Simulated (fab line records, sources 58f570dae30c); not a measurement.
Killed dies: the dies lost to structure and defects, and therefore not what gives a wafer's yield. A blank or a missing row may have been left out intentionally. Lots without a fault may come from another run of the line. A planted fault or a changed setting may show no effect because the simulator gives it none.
A sampling plan put to the test + flow berkeley-cmos170 + 30 faults told of in these records, all on one fab line, each judged by the records of the lots it struck
What counts as the plan is the set of the line's own looks, namely the steps on the route at which a gauge or an inspection reads a wafer and does not change it. A look can be judged if struck wafers have a number there and the file gives its usual mean and standard deviation on fault-free wafers. Caught: at a look after the fault's first step, the mean of the struck wafers lies 4 or more of those standard deviations (sigma) from the usual mean. On the tool: the identical test, applied to the tool's own readings at the steps of the fault. Also counted as caught: the struck wafers showing another recipe, or a record that is empty for them alone.

THE FAULTS, as the simulator had put them in
1. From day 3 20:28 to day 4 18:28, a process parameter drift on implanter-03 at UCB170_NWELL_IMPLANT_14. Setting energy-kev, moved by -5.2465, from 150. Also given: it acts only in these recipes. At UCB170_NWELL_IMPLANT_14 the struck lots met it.
2. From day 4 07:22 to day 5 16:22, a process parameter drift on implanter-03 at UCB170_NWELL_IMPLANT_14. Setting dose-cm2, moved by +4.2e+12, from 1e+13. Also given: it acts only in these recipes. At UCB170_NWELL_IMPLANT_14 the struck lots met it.
3. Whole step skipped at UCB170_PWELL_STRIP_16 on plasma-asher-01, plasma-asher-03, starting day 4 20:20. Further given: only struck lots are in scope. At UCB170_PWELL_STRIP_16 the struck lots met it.
4. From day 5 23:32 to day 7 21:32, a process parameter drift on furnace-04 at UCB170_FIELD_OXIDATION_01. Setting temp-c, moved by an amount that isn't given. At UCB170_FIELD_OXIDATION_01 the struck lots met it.
5. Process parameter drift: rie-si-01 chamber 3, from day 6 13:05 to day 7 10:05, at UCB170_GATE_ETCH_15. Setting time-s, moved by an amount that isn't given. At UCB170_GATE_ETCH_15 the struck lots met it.
6. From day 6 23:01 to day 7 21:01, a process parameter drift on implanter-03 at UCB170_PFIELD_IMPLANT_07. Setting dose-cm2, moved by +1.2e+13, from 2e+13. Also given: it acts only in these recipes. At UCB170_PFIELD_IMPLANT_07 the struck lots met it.
7. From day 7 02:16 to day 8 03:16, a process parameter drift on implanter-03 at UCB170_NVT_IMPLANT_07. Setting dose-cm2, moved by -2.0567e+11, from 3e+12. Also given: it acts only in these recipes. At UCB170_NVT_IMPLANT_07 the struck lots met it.
8. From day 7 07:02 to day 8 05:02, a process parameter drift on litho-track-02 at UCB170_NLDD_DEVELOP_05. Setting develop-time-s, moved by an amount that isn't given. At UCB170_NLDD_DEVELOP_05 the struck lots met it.
9. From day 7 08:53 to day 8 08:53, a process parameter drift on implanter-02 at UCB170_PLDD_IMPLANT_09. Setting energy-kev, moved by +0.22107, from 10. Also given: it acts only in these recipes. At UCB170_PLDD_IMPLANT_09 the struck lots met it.
10. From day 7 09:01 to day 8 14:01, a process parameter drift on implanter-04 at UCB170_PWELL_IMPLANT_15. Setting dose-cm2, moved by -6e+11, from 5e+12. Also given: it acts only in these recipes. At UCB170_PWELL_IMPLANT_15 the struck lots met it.
11. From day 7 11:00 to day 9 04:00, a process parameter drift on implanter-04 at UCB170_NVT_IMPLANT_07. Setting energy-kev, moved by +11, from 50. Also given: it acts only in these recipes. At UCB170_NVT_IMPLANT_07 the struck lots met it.
12. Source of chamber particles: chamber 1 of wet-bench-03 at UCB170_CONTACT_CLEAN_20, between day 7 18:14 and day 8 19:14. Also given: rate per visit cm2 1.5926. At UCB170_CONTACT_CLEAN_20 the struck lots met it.
13. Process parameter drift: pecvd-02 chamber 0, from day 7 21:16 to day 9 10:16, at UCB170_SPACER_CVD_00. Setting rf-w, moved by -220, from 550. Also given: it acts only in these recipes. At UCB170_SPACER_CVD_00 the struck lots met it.
14. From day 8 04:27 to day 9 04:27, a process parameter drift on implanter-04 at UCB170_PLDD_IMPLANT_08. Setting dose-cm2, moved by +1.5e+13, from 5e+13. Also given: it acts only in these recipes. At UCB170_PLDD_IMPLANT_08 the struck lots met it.
15. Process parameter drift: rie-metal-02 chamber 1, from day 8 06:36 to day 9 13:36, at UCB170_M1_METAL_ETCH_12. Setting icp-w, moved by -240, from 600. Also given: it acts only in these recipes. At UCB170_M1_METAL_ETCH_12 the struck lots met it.
16. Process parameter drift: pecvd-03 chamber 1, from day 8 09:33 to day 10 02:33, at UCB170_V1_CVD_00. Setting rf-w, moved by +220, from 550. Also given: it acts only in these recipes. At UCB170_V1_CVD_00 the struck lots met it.
17. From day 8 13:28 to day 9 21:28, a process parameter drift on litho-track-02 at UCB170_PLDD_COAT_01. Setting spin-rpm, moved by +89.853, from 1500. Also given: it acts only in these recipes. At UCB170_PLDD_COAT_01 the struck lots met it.
18. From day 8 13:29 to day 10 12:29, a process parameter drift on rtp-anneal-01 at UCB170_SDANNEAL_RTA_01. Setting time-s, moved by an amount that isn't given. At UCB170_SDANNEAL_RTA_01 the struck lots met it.
19. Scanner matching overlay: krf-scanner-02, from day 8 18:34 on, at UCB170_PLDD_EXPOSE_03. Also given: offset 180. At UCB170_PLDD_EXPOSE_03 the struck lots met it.
20. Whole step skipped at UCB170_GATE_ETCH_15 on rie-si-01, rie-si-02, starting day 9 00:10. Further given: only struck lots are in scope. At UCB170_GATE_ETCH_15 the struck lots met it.
21. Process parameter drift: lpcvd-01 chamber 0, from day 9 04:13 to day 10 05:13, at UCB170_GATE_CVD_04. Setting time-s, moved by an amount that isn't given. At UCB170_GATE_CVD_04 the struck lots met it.
22. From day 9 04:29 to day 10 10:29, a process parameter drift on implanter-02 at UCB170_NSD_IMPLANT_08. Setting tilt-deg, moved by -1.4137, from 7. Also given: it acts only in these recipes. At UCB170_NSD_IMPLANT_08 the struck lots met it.
23. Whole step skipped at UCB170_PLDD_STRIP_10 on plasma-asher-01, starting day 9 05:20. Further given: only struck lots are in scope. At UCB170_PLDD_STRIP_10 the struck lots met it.
24. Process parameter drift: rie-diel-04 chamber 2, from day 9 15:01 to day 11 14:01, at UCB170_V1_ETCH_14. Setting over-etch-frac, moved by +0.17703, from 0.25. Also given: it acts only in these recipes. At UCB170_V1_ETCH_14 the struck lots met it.
25. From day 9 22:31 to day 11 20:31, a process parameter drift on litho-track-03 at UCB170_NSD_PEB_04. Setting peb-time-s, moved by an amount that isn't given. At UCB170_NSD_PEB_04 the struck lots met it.
26. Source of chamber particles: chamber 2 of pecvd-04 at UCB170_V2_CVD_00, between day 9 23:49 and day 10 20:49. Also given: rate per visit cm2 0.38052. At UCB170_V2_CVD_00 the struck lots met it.
27. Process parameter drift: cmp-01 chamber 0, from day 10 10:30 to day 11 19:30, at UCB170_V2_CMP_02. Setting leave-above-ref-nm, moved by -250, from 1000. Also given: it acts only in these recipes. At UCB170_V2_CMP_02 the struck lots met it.
28. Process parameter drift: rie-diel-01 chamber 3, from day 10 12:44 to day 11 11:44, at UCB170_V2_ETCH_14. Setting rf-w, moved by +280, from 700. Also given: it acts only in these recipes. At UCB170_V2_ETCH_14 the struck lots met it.
29. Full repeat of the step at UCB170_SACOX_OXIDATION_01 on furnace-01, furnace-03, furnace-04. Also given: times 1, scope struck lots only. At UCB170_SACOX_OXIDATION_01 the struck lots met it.
30. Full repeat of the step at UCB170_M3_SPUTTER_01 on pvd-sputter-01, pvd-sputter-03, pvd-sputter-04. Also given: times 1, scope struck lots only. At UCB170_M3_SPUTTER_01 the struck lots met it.

WHAT THE PLAN SAW
| fault | on the tool itself                               | first look that catches it                   | reading, sigma                                   | median hours from its first step to that look | hours from the fault's start to the first struck lot there | judged looks passed uncaught |
|-------|--------------------------------------------------|----------------------------------------------|--------------------------------------------------|-----------------------------------------------|------------------------------------------------------------|------------------------------|
| 1     | beam-energy-keV -92 sigma                        | no look after it can be judged               | -                                                | -                                             | -                                                          | 0                            |
| 2     | dose-ions-cm2 +99 or beyond sigma                | UCB170_NWELL_TW_MEAS_16                      | NWELL_TW +13                                     | 0.3                                           | 6                                                          | 0                            |
| 3     | no reading that can be judged                    | not the one look that can be judged after it | -                                                | -                                             | -                                                          | 1                            |
| 4     | tube-center-temp-C +99 or beyond sigma           | UCB170_FIELD_THK_MEAS_02                     | FIELD_OXIDE_THK +7.1                             | 3.0                                           | 7                                                          | 0                            |
| 5     | run-length-s +36 sigma                           | no look after it can be judged               | -                                                | -                                             | -                                                          | 0                            |
| 6     | dose-ions-cm2 +99 or beyond sigma                | UCB170_PFIELD_TW_MEAS_09                     | PFIELD_TW +17                                    | 0.2                                           | 6                                                          | 0                            |
| 7     | dose-ions-cm2 -70 sigma                          | not the one look that can be judged after it | strongest: NVT_TW at UCB170_NVT_TW_MEAS_09, -3.5 | -                                             | -                                                          | 1                            |
| 8     | under 2 sigma                                    | UCB170_NLDD_CD_MEAS_06                       | cd-nm -6.8                                       | 0.4                                           | 8                                                          | 0                            |
| 9     | beam-energy-keV +63 sigma                        | no look after it can be judged               | -                                                | -                                             | -                                                          | 0                            |
| 10    | dose-ions-cm2 -99 or beyond sigma                | UCB170_PWELL_TW_MEAS_17                      | PWELL_TW -6.1                                    | 0.4                                           | 0                                                          | 0                            |
| 11    | beam-energy-keV +99 or beyond sigma              | UCB170_NVT_TW_MEAS_09                        | NVT_TW +7.2                                      | 0.2                                           | 3                                                          | 0                            |
| 12    | no reading that can be judged                    | no look after it can be judged               | -                                                | -                                             | -                                                          | 0                            |
| 13    | rf-fwd-power-W -99 or beyond sigma               | UCB170_SPACER_THK_MEAS_01                    | SPACER_TEOS_THK -10                              | 0.0                                           | 9                                                          | 0                            |
| 14    | dose-ions-cm2 +99 or beyond sigma                | UCB170_PLDD_TW_MEAS_11                       | PLDD_TW +7.5                                     | 0.4                                           | 1                                                          | 0                            |
| 15    | rf-fwd-power-W -99 or beyond sigma               | UCB170_M1_CD_MEAS_90                         | cd-nm +4.3                                       | 0.2                                           | 16                                                         | 0                            |
| 16    | rf-fwd-power-W +99 or beyond sigma               | UCB170_V1_THK_MEAS_01                        | V1_TEOS_THK +7.4                                 | 0.2                                           | 5                                                          | 0                            |
| 17    | spin-speed-rpm +92 sigma                         | not the one look that can be judged after it | -                                                | -                                             | -                                                          | 1                            |
| 18    | under 2 sigma                                    | UCB170_SDANNEAL_RS_MEAS_02                   | PSD_RS +99 or beyond                             | 0.1                                           | 0                                                          | 0                            |
| 19    | no reading that can be judged                    | UCB170_PLDD_OVL_MEAS_07                      | PLDD_OVL +37                                     | 1.1                                           | 10                                                         | 0                            |
| 20    | the tool's record is blank for the struck wafers | no look after it can be judged               | -                                                | -                                             | -                                                          | 0                            |
| 21    | under 2 sigma                                    | UCB170_GATE_THK_MEAS_05                      | GATE_POLY_THK +11                                | 1.4                                           | 10                                                         | 0                            |
| 22    | tilt-deg -83 sigma                               | no look after it can be judged               | -                                                | -                                             | -                                                          | 0                            |
| 23    | the tool's record is blank for the struck wafers | UCB170_NLDD_TW_MEAS_11                       | NLDD_TW -99 or beyond                            | 2.5                                           | 3                                                          | 0                            |
| 24    | only faintly: oes-product-au -3.8 sigma          | no look after it can be judged               | -                                                | -                                             | -                                                          | 0                            |
| 25    | no reading that can be judged                    | UCB170_NSD_CD_MEAS_06                        | cd-nm +5.4                                       | 0.3                                           | 6                                                          | 0                            |
| 26    | under 2 sigma                                    | no look after it can be judged               | -                                                | -                                             | -                                                          | 0                            |
| 27    | under 2 sigma                                    | UCB170_V2_THK_MEAS_04                        | V2_POLISHED_THK -99 or beyond                    | 4.9                                           | 7                                                          | 1                            |
| 28    | rf-fwd-power-W +99 or beyond sigma               | UCB170_V2_CD_MEAS_90                         | cd-nm +4.2                                       | 0.3                                           | 3                                                          | 0                            |
| 29    | no reading that can be judged                    | UCB170_SACOX_THK_MEAS_02                     | SACOX_OXIDE_THK +40                              | 4.8                                           | -                                                          | 0                            |
| 30    | under 2 sigma                                    | UCB170_M3_RS_MEAS_02                         | M3_AL_RS -52                                     | 0.3                                           | -                                                          | 0                            |
A dash: the fault is not caught, or the number is missing from these records.

Caught at a look: 19 of 30. Caught on the tool: 18 of 30. By one or the other: 26 of 30.
Faults 1, 5, 7, 9, 17, 20, 22 were caught on the tool alone.
Caught at a look alone: faults 8, 18, 19, 21, 25, 27, 29, 30.
Caught by neither: faults 3, 12, 24, 26.

THINNER SAMPLING
If the look that catches a fault measured only every second or every third lot, by lot number, the first struck lot would be measured this late in the worst case:
| fault | struck lots at that look, in order of time | every lot | every second lot | every third lot |
|-------|--------------------------------------------|-----------|------------------|-----------------|
| 2     | L100, L102                                 | 6 h       | may miss all 2   | may miss all 2  |
| 4     | L654, L656, L655                           | 7 h       | 7 h              | 7 h             |
| 6     | L798, L797, L801                           | 6 h       | 6 h              | may miss all 3  |
| 8     | L144, L145                                 | 8 h       | 19 h             | may miss all 2  |
| 10    | L313, L314, L315                           | 0 h       | 1 h              | 8 h             |
| 11    | L578, L582                                 | 3 h       | may miss all 2   | may miss all 2  |
| 13    | L483                                       | 9 h       | may miss it      | may miss it     |
| 14    | L695, L696                                 | 1 h       | 6 h              | may miss all 2  |
| 15    | L106                                       | 16 h      | may miss it      | may miss it     |
| 16    | L141, L143                                 | 5 h       | may miss all 2   | may miss all 2  |
| 18    | L591, L593                                 | 0 h       | may miss all 2   | may miss all 2  |
| 19    | L341, L345, L343                           | 10 h      | may miss all 3   | 11 h            |
| 21    | L879, L880                                 | 10 h      | 10 h             | may miss all 2  |
| 23    | L857, L856                                 | 3 h       | 3 h              | may miss all 2  |
| 25    | L978, L979                                 | 6 h       | 17 h             | may miss all 2  |
| 27    | L187, L185                                 | 7 h       | may miss all 2   | may miss all 2  |
| 28    | L490                                       | 3 h       | may miss it      | may miss it     |
Hours count from the start of the fault until the first struck lot that is measured. The test against the limit of 4 sigma pooled every struck wafer, which means one lot taken alone may stay below that limit. Other struck lots may not be in these records.

THE LONGEST TIMED WAY FROM STEP TO LOOK
In fault 27, a median of 4.9 hours elapses between UCB170_V2_CMP_02 and UCB170_V2_THK_MEAS_04. The look between them that can be judged stayed within 4 sigma: UCB170_V2_BOW_MEAS_03.
